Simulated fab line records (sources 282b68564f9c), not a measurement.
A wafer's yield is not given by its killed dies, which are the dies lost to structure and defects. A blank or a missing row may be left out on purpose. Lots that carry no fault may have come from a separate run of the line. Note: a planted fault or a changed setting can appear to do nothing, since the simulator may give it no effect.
fab line records + flow rit-cmos
[record]
- lots = 7
- wafers = 21
- last-day = 7
route steps=202 shown PWELL@43 WELLDRIVE@50 NWELL@51 NRETRO@53 M1@202
lots that met no fault: taken from a fault-free run of the same line
start-h: hours from the record's first day to the start of the lot's first wafer shown + wait-h: hours from the lot's prior step to this one + " as in the row above + L1.1+2: a single row standing in for several wafers + - no value present, or no start provided + * or withheld: withheld + < > ~ a bound
route shown NAME@n: a module of which the file shows steps, and the number in the route of the first + usual: average and standard deviation across the fault-free wafers + same: alike in all rows + chamber/n: place in a boat + sites: each site's reading + _std_site: the standard deviation of these + _edge_site: the outer-site mean with the inner-site mean subtracted + radius-mm: for every site, how far away it sits from the centre of the wafer + mask NAME#n: copy n + behind: tool/chamber where the wafer was last shaped + hold: what put the lot on hold/how long, in hours/how the hold closed + device: which transistor (n, p or np) failed to switch + end of line: the same wafers' tests at the end of the route + a step given without rows: its recipe and nothing more + killed: the dies lost at the first sort to structure and to defects; this is not the yield of the wafer + map: per-die view of a wafer (x killed, . not killed, _ where there is no die)
set.NAME: setting as actually run; set.NAME@STEP: the setting as run at that earlier step + model.NAME: the simulator's own value behind a step, which no gauge read
lots at selected steps of the route; one table per step, one row per wafer
services: the hour from which a tool's chamber was out of use, counted from the record's first day as start-h (under 0 if before that day), plus the number of hours and why
[[steps]]
[step RIT_PWELL_PEB_04]
[recipe]
- resist = NOVOLAK
- temp-c = withheld
- time-s = withheld
[step RIT_PWELL_DEVELOP_05]
[recipe]
- resist = NOVOLAK
- develop-time-s = 68
- dev-temp-c = 23
[step RIT_PWELL_OVL_MEAS_06]
[usual]
- PWELL_OVL = 0.0/1.4
| lot.wafer | tool       | chamber | start-h | wait-h | PWELL_OVL[nm] |
|-----------|------------|---------|---------|--------|---------------|
| L724.2    | overlay-01 | -       | 32.40   | -      | 0.9           |
| L724.3    | "          | -       | "       | "      | 1.0           |
| L724.5    | "          | -       | "       | "      | 0.7           |
| L725.1    | overlay-01 | -       | 32.98   | -      | -0.8          |
| L725.3    | "          | -       | "       | "      | 0.9           |
| L725.4    | "          | -       | "       | "      | -1.5          |
| L727.3    | overlay-01 | -       | 46.35   | -      | 2.6           |
| L727.4    | "          | -       | "       | "      | -0.4          |
| L727.5    | "          | -       | "       | "      | 0.9           |
| L729.2    | overlay-02 | -       | 54.11   | -      | -0.4          |
| L729.3    | "          | -       | "       | "      | 0.3           |
| L729.5    | "          | -       | "       | "      | 0.6           |
| L730.2    | overlay-02 | -       | 58.80   | -      | 1.2           |
| L730.3    | "          | -       | "       | "      | 1.8           |
| L730.5    | "          | -       | "       | "      | 1.0           |
| L736.1    | overlay-01 | -       | 88.33   | -      | -1.4          |
| L736.5    | "          | -       | "       | "      | 1.3           |
| L736.6    | "          | -       | "       | "      | 0.2           |
| L743.1    | overlay-02 | -       | 122.94  | -      | 0.3           |
| L743.4    | "          | -       | "       | "      | -2.1          |
| L743.6    | "          | -       | "       | "      | -0.4          |
[step RIT_PWELL_HARDBAKE_07]
[recipe]
- resist = NOVOLAK
- temp-c = 140
- time-s = 120
[step RIT_PWELL_IMPLANT_08]
[recipe]
- species = B
- energy-kev = 170
- dose-cm2 = 7e+13
- tilt-deg = 7
[step RIT_PWELL_STRIP_09]
[recipe]
- chemistry = O2
- time-s = 180
- resist = NOVOLAK
- platen-temp-c = withheld
- power-w = 500
- pressure-mtorr = 4000
- o2-flow-sccm = 4000
[usual]
- chamber-pressure-mTorr = 3999/3.3
- drypump-motor-current-A = 5.7/0.34
- rf-refl-power-W = 8.3/1.3
| lot.wafer | tool            | chamber | start-h | wait-h | chamber-pressure-mTorr | drypump-motor-current-A | rf-hours-counter-h | rf-refl-power-W |
|-----------|-----------------|---------|---------|--------|------------------------|-------------------------|--------------------|-----------------|
| L724.2    | plasma-asher-04 | 1       | 32.83   | 0.1    | 4006                   | 5.6                     | 40                 | 8.4             |
| L724.3    | "               | 0       | "       | "      | 4001                   | 6.3                     | -                  | 5.6             |
| L724.5    | "               | 0       | "       | "      | 3999                   | 6.3                     | -                  | 5.3             |
| L725.1    | plasma-asher-01 | 0       | 33.42   | 0.1    | 3998                   | 5.8                     | 24                 | 9.3             |
| L725.3    | "               | 1       | "       | "      | 4002                   | 5.4                     | -                  | 8.1             |
| L725.4    | "               | 0       | "       | "      | 3998                   | 5.8                     | -                  | 9.4             |
| L727.3    | plasma-asher-02 | 1       | 46.83   | 0.1    | 4000                   | 6.1                     | -                  | 9.4             |
| L727.4    | "               | 0       | "       | "      | 3999                   | 5.3                     | -                  | 8.4             |
| L727.5    | "               | 0       | "       | "      | 4002                   | 5.3                     | -                  | 8.4             |
| L729.2    | plasma-asher-02 | 0       | 54.54   | 0.1    | 4000                   | 5.3                     | 39                 | 8.1             |
| L729.3    | "               | 1       | "       | "      | 3997                   | 6.0                     | -                  | 9.5             |
| L729.5    | "               | 1       | "       | "      | 3999                   | 6.1                     | -                  | 9.4             |
| L730.2    | plasma-asher-01 | 1       | 59.26   | 0.1    | 3999                   | 5.4                     | 26                 | 7.7             |
| L730.3    | "               | 0       | "       | "      | 3998                   | 5.7                     | -                  | 9.1             |
| L730.5    | "               | 1       | "       | "      | 3997                   | 5.3                     | -                  | 7.9             |
| L736.1    | plasma-asher-04 | 1       | 88.76   | 0.1    | 4004                   | 5.7                     | 46                 | 8.3             |
| L736.5    | "               | 0       | "       | "      | 4004                   | 6.3                     | -                  | 5.4             |
| L736.6    | "               | 1       | "       | "      | 4000                   | 5.7                     | -                  | 8.8             |
| L743.1    | plasma-asher-02 | 1       | 123.38  | 0.1    | 3996                   | 6.0                     | 1                  | 9.4             |
| L743.4    | "               | 1       | "       | "      | 4008                   | 6.0                     | -                  | 9.4             |
| L743.6    | "               | 0       | "       | "      | 3996                   | 5.3                     | -                  | 8.6             |
[step RIT_PWELL_TW_MEAS_10]
[usual]
- PWELL_TW = 960/4.9
| lot.wafer | tool          | chamber | start-h | wait-h | PWELL_TW |
|-----------|---------------|---------|---------|--------|----------|
| L724.2    | film-metro-04 | -       | 33.02   | 0.1    | 960      |
| L724.3    | "             | -       | "       | "      | 962      |
| L724.5    | "             | -       | "       | "      | 963      |
| L725.1    | film-metro-01 | -       | 33.59   | 0.1    | 970      |
| L725.3    | "             | -       | "       | "      | 967      |
| L725.4    | "             | -       | "       | "      | 969      |
| L727.3    | film-metro-01 | -       | 46.97   | 0.1    | 959      |
| L727.4    | "             | -       | "       | "      | 973      |
| L727.5    | "             | -       | "       | "      | 971      |
| L729.2    | film-metro-02 | -       | 54.73   | 0.1    | 958      |
| L729.3    | "             | -       | "       | "      | 958      |
| L729.5    | "             | -       | "       | "      | 956      |
| L730.2    | film-metro-04 | -       | 59.45   | 0.1    | 961      |
| L730.3    | "             | -       | "       | "      | 963      |
| L730.5    | "             | -       | "       | "      | 964      |
| L736.1    | film-metro-04 | -       | 88.94   | 0.1    | 958      |
| L736.5    | "             | -       | "       | "      | 956      |
| L736.6    | "             | -       | "       | "      | 955      |
| L743.1    | film-metro-01 | -       | 123.55  | 0.1    | 969      |
| L743.4    | "             | -       | "       | "      | 964      |
| L743.6    | "             | -       | "       | "      | 962      |
[step RIT_WELLDRIVE_ANNEAL_00]
[recipe]
- temp-c = 1100
- time-s = 14700
- ambient = N2
[step RIT_WELLDRIVE_RS_MEAS_01]
[recipe]
- thk-meas-gauge = four-point-probe
[usual]
- NWELL_RS = 275.1/0.75
| lot.wafer | tool          | chamber | start-h | wait-h | NWELL_RS[ohm/sq] |
|-----------|---------------|---------|---------|--------|------------------|
| L724.2    | film-metro-04 | -       | 38.51   | 0.0    | 274.8            |
| L724.3    | "             | -       | "       | "      | 274.5            |
| L724.5    | "             | -       | "       | "      | 274.3            |
| L725.1    | film-metro-02 | -       | 39.74   | 0.0    | 275.1            |
| L725.3    | "             | -       | "       | "      | 275.0            |
| L725.4    | "             | -       | "       | "      | 273.9            |
| L727.3    | film-metro-04 | -       | 53.95   | 0.0    | 274.8            |
| L727.4    | "             | -       | "       | "      | 275.6            |
| L727.5    | "             | -       | "       | "      | 276.0            |
| L729.2    | film-metro-02 | -       | 59.88   | 0.0    | 274.8            |
| L729.3    | "             | -       | "       | "      | 274.9            |
| L729.5    | "             | -       | "       | "      | 274.5            |
| L730.2    | film-metro-04 | -       | 65.21   | 0.0    | 275.0            |
| L730.3    | "             | -       | "       | "      | 275.3            |
| L730.5    | "             | -       | "       | "      | 275.1            |
| L736.1    | film-metro-02 | -       | 95.61   | 0.0    | 275.1            |
| L736.5    | "             | -       | "       | "      | 274.6            |
| L736.6    | "             | -       | "       | "      | 274.1            |
| L743.1    | film-metro-04 | -       | 129.61  | 0.0    | 275.1            |
| L743.4    | "             | -       | "       | "      | 274.4            |
| L743.6    | "             | -       | "       | "      | 274.9            |
[step RIT_WELLDRIVE_RS_MEAS_02]
[recipe]
- thk-meas-gauge = four-point-probe
[usual]
- PWELL_RS = 429.3/1.1
| lot.wafer | tool          | chamber | start-h | wait-h | PWELL_RS[ohm/sq] |
|-----------|---------------|---------|---------|--------|------------------|
| L724.2    | film-metro-04 | -       | 38.63   | 0.1    | 429.0            |
| L724.3    | "             | -       | "       | "      | 429.7            |
| L724.5    | "             | -       | "       | "      | 429.0            |
| L725.1    | film-metro-02 | -       | 39.86   | 0.1    | 427.4            |
| L725.3    | "             | -       | "       | "      | 428.3            |
| L725.4    | "             | -       | "       | "      | 428.7            |
| L727.3    | film-metro-04 | -       | 54.07   | 0.1    | 429.0            |
| L727.4    | "             | -       | "       | "      | 429.3            |
| L727.5    | "             | -       | "       | "      | 429.2            |
| L729.2    | film-metro-02 | -       | 60.00   | 0.1    | 431.4            |
| L729.3    | "             | -       | "       | "      | 430.5            |
| L729.5    | "             | -       | "       | "      | 430.3            |
| L730.2    | film-metro-04 | -       | 65.33   | 0.1    | 430.1            |
| L730.3    | "             | -       | "       | "      | 428.6            |
| L730.5    | "             | -       | "       | "      | 429.5            |
| L736.1    | film-metro-02 | -       | 95.73   | 0.1    | 429.7            |
| L736.5    | "             | -       | "       | "      | 428.9            |
| L736.6    | "             | -       | "       | "      | 428.6            |
| L743.1    | film-metro-04 | -       | 129.73  | 0.1    | 428.7            |
| L743.4    | "             | -       | "       | "      | 429.8            |
| L743.6    | "             | -       | "       | "      | 431.1            |
[step RIT_NRETRO_HMDS_00]
[recipe]
- prime-time-s = 60
- prime-temp-c = 140
[step RIT_NRETRO_COAT_01]
[recipe]
- resist = NOVOLAK
- spin-rpm = 2000
- resist-thk-nm = 1300
[step RIT_NRETRO_SOFTBAKE_02]
[recipe]
- resist = NOVOLAK
- temp-c = 90
- time-s = 60
[usual]
- run-length-s = 89.31/0.18
| lot.wafer | tool           | chamber | start-h | wait-h | run-length-s |
|-----------|----------------|---------|---------|--------|--------------|
| L724.2    | litho-track-02 | 0       | 39.05   | 0.1    | 89.45        |
| L724.3    | "              | 0       | "       | "      | 89.66        |
| L724.5    | "              | 0       | "       | "      | 89.32        |
| L725.1    | litho-track-01 | 0       | 40.28   | 0.1    | 89.49        |
| L725.3    | "              | 0       | "       | "      | 89.22        |
| L725.4    | "              | 0       | "       | "      | 89.28        |
| L727.3    | litho-track-01 | 0       | 54.51   | 0.1    | 92.89        |
| L727.4    | "              | 0       | "       | "      | 93.10        |
| L727.5    | "              | 0       | "       | "      | 92.91        |
| L729.2    | litho-track-01 | 0       | 60.43   | 0.1    | 93.06        |
| L729.3    | "              | 0       | "       | "      | 92.80        |
| L729.5    | "              | 0       | "       | "      | 92.88        |
| L730.2    | litho-track-01 | 0       | 65.76   | 0.1    | 93.10        |
| L730.3    | "              | 0       | "       | "      | 93.17        |
| L730.5    | "              | 0       | "       | "      | 93.03        |
| L736.1    | litho-track-02 | 0       | 96.15   | 0.1    | 89.53        |
| L736.5    | "              | 0       | "       | "      | 89.51        |
| L736.6    | "              | 0       | "       | "      | 89.48        |
| L743.1    | litho-track-01 | 0       | 130.15  | 0.1    | 89.53        |
| L743.4    | "              | 0       | "       | "      | 89.22        |
| L743.6    | "              | 0       | "       | "      | 89.30        |
[step RIT_NRETRO_EXPOSE_03]
[recipe]
- mask-id = M4
- na = 0.57
- target-cd-nm = 43900
- dose-mj = 250
[step RIT_M1_PROBE_99]
[usual]
- killed-at-contacts = 0.1/0.31
- killed-at-front-end = 6.3/2.7
- killed-dies = 6.4/2.7
- killed-open = 3.3/2
- killed-short = 3/1.8
[same]
- gross-dies = 264
- killed_at_M0_to_M3 = 0
- killed_at_M4_up = 0
- killed-at-back-side = 0
- killed-at-other = 0
| lot.wafer | tool      | chamber | start-h | wait-h | killed-at-contacts | killed-at-front-end | killed-dies | killed-open | killed-short |
|-----------|-----------|---------|---------|--------|--------------------|---------------------|-------------|-------------|--------------|
| L725.1    | prober-02 | -       | 69.33   | 0.1    | 0                  | 5                   | 5           | 2           | 3            |
| L725.3    | prober-02 | -       | 69.43   | 0.2    | 0                  | 6                   | 6           | 2           | 4            |
| L725.4    | prober-02 | -       | 69.48   | 0.2    | 0                  | 6                   | 6           | 4           | 2            |
| L727.3    | prober-01 | -       | 84.22   | 0.2    | 0                  | 6                   | 6           | 1           | 5            |
| L727.4    | prober-01 | -       | 84.27   | 0.2    | 0                  | 11                  | 11          | 8           | 3            |
| L727.5    | prober-01 | -       | 84.32   | 0.2    | 0                  | 7                   | 7           | 1           | 6            |
| L729.2    | prober-01 | -       | 92.53   | 0.1    | 0                  | 5                   | 5           | 2           | 3            |
| L729.3    | prober-01 | -       | 92.58   | 0.2    | 0                  | 2                   | 2           | 2           | 0            |
| L729.5    | prober-01 | -       | 92.68   | 0.2    | 0                  | 4                   | 4           | 2           | 2            |
| L730.2    | prober-02 | -       | 98.04   | 0.1    | 0                  | 6                   | 6           | 2           | 4            |
| L730.3    | prober-02 | -       | 98.09   | 0.2    | 0                  | 4                   | 4           | 1           | 3            |
| L730.5    | prober-02 | -       | 98.19   | 0.2    | 0                  | 10                  | 10          | 3           | 7            |
// killed by level:class
L725.1 REOX:geometric-particle:short=2 GATE:geometric-particle:open=1 GATE:geometric-particle:short=1 SPACER:geometric-particle:open=1
L725.3 GATE:geometric-particle:short=4 FOX2:geometric-particle:open=1 GATE:geometric-particle:open=1
L725.4 REOX:geometric-particle:open=2 FOX1:geometric-particle:open=1 FOX2:geometric-particle:open=1 FOX2:geometric-particle:short=1 REOX:geometric-particle:short=1
L727.3 GATE:geometric-particle:short=2 SPACER:geometric-particle:short=2 REOX:geometric-particle:short=1 SPACER:geometric-particle:open=1
L727.4 SPACER:geometric-particle:open=3 GATE:geometric-particle:open=2 REOX:geometric-particle:open=2 GATE:geometric-particle:short=1 REOX:geometric-particle:short=1 SPACER:geometric-particle:short=1 SILICIDE:geometric-particle:open=1
L727.5 GATE:geometric-particle:short=3 FOX1:geometric-particle:short=1 FOX2:geometric-particle:open=1 FOX2:geometric-particle:short=1 SPACER:geometric-particle:short=1
L729.2 FOX1:geometric-particle:open=1 FOX2:geometric-particle:short=1 GATE:geometric-particle:open=1 GATE:geometric-particle:short=1 REOX:geometric-particle:short=1
L729.3 FOX1:geometric-particle:open=1 REOX:geometric-particle:open=1
L729.5 GATE:geometric-particle:open=2 REOX:geometric-particle:short=2
L730.2 GATE:geometric-particle:short=2 REOX:geometric-particle:open=2 REOX:geometric-particle:short=1 SPACER:geometric-particle:short=1
L730.3 FOX1:geometric-particle:short=1 GATE:geometric-particle:short=1 GATE:geometric-particle:open=1 SILICIDE:geometric-particle:short=1
L730.5 GATE:geometric-particle:short=3 GATE:geometric-particle:open=2 REOX:geometric-particle:short=2 FOX1:geometric-particle:short=1 REOX:geometric-particle:open=1 SILICIDE:geometric-particle:short=1
[[services]]
| tool            | chamber | start-h | hours | kind       |
|-----------------|---------|---------|-------|------------|
| plasma-asher-02 | -       | 11.82   | 2.8   | pm         |
| plasma-asher-01 | -       | 12.92   | 11.9  | repair     |
| plasma-asher-04 | -       | 68.49   | 0.4   | repair     |
| plasma-asher-02 | -       | 108.75  | 9.0   | pm         |
| plasma-asher-02 | 0       | 108.75  | 9.0   | vent-cycle |
| plasma-asher-02 | 1       | 108.75  | 9.0   | vent-cycle |
| plasma-asher-02 | 0       | 117.75  | -     | clean      |
| plasma-asher-02 | 1       | 117.75  | -     | clean      |
[[key]]
[first-sign]
- step = RIT_NRETRO_SOFTBAKE_02
- reading = run-length-s
- direction = up
- sigmas = 21
- usual = *
- struck = *
effect none on later readings
met-at RIT_NRETRO_SOFTBAKE_02
struck-wafers L727.3,L727.4,L727.5,L729.2,L729.3,L729.5,L730.2,L730.3,L730.5
tester-left-out L727,L729,L730
onset-between 40.28 54.51
[fault]
- kind = process-parameter-drift
- tool = litho-track-01
- chamber = -
- onset-h = 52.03
- steps = RIT_NRETRO_SOFTBAKE_02
- channel = time-s
- offset = *
- shape = step
- end-h = 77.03
- acts-in = *
- stated = *
// tester-left-out: of these lots the tester's yield and bins aren't shown, on N5 and GAA mostly nor the transistor test; their killed dies are dies lost to structure and defects alone, not to doping, threshold or leakage, so they don't give the yield
